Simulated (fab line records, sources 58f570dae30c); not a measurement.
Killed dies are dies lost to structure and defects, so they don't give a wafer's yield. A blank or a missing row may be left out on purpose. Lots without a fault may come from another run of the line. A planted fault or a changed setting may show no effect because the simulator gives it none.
Which tool did it? | flow berkeley_cmos170 | 7 lots, 21 wafers sampled, at 3 steps of a route of 331

WHAT THE GAUGES READ, wafer by wafer
UCB170_SILICIDE_RS_MEAS_02: measures by four-point-probe.
lot  | measured     | on            | SILICIDE_TI_RS (ohm/sq)
L161 | day 6 16:13  | film_metro-02 | 26.4 26.3 26.4
L165 | day 7 13:50  | film_metro-02 | 26.0 26.3 26.1
L166 | day 7 14:13  | film_metro-02 | 26.0 26.3 26.0
L171 | day 8 22:31  | film_metro-03 | 25.4 25.6 25.5
L177 | day 10 11:34 | film_metro-02 | 26.0 25.5 26.0
L178 | day 10 13:47 | film_metro-02 | 33.8 33.7 34.0
L181 | day 10 23:05 | film_metro-01 | 25.5 25.9 25.7

WHICH TOOL RAN EACH LOT (tool, then ch and the chambers of the sampled wafers, then the start)
lot  | UCB170_SPACER_ETCHBACK_03          | UCB170_SILICIDE_SPUTTER_01
L161 | rie_diel-01 ch 0,1,3, day 6 10:23  | pvd_sputter-03, day 6 16:10
L165 | rie_diel-02 ch 0,2,3, day 7 08:16  | pvd_sputter-04, day 7 13:48
L166 | rie_diel-01 ch 1,2,3, day 7 08:16  | pvd_sputter-01, day 7 14:11
L171 | rie_diel-02 ch 0,3, day 8 17:13    | pvd_sputter-01, day 8 22:28
L177 | rie_diel-04 ch 0,1,3, day 10 03:35 | pvd_sputter-03, day 10 11:32
L178 | rie_diel-04 ch 0,1, day 10 05:05   | pvd_sputter-04, day 10 13:44
L181 | rie_diel-02 ch 0,2,3, day 10 15:37 | pvd_sputter-01, day 10 23:02
- UCB170_SPACER_ETCHBACK_03: etches SiO2 in CHF3/CF4/Ar, stops on Si, target depth 376 nm, time 100 s.
- UCB170_SILICIDE_SPUTTER_01: material Ti, target thk 30 nm, time 25 s.

THE ANSWER, worked out from the rows above alone
Rule: what is usual is taken from the lots themselves. Put in order of their means at a reading, lots are off if they are a third of the lots or fewer, leave a main group of 4 or more, and stand apart from it by a gap of 3 or more times the standard deviation of the main group's means; of several such gaps the widest counts. A main group whose means are all the same, to the digits that the tables above print for the reading, isn't used. A lot without any number at a reading at which 4 lots or more have one is off too. The other lots that the step has rows for count as sound.
Off: L178, at UCB170_SILICIDE_RS_MEAS_02 (SILICIDE_TI_RS). The main group: mean 25.9 ohm/sq, standard deviation 0.29.
A tool fits if, at a process step before that reading, it ran every lot that is off, and no sound lot after the first of them. The gauges at UCB170_SILICIDE_RS_MEAS_02 are tried like those tools. Can't be told from this: 3 tools fit, rie_diel-04 at UCB170_SPACER_ETCHBACK_03, pvd_sputter-04 at UCB170_SILICIDE_SPUTTER_01, film_metro-02 at UCB170_SILICIDE_RS_MEAS_02.

WHAT THE SIMULATOR HAD PUT IN
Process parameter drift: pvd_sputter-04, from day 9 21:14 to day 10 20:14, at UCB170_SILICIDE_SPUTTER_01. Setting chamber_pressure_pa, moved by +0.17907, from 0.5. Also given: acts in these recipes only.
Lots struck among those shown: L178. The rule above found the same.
